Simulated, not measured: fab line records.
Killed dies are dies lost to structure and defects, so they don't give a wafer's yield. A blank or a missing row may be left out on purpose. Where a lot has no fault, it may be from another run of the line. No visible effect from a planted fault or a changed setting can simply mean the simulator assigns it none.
Matching of chambers | flow berkeleyCmos170 | 3 sister chambers for UCB170_NVT_CLEAN_10 on wetBench-03
The step cleans in SPM, time 600 s. 3 wafers are shown with their chamber, then 9 later ones without.

WAFERS WITH THEIR CHAMBER
wafer  | chamber | bathGuardTempC (C)
L175.6 | 2       | 120.0
L177.6 | 0       | 121.0
L183.5 | 3       | 119.8

WAFERS WHOSE CHAMBER IS MISSING
wafer  | bathGuardTempC (C)
L184.1 | 121.2
L184.4 | 120.8
L184.6 | 120.9
L185.1 | 120.9
L185.2 | 121.1
L185.6 | 120.9
L186.1 | 119.8
L186.3 | 120.1
L186.6 | 120.0

THE CHAMBER EACH PASSED THROUGH
wafer  | from the rows above     | in truth
L184.1 | 0                       | 0
L184.4 | 0                       | 0
L184.6 | 0                       | 0
L185.1 | 0                       | 0
L185.2 | 0                       | 0
L185.6 | 0                       | 0
L186.1 | can't be placed: 3 or 2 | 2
L186.3 | can't be placed: 2 or 3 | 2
L186.6 | can't be placed: 2 or 3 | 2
6 of 9 placed correctly. Cannot be placed on the basis of these rows: 3; the candidates contain the true chamber in 3. Wrongly placed: 0.
How it was worked out, from the rows above alone: a wafer's distance from a chamber is the root of the sum, over the readings, of the square of ((its reading less the chamber's mean) divided by the reading's scatter). The wafer belongs to the nearest chamber; if the next one is less than 2 further off, it can't be placed. For every chamber, the mean is computed from those of its wafers that are shown. The scatter: root of mean squared gap, hidden wafer to nearest shown wafer, with one shown wafer a chamber.
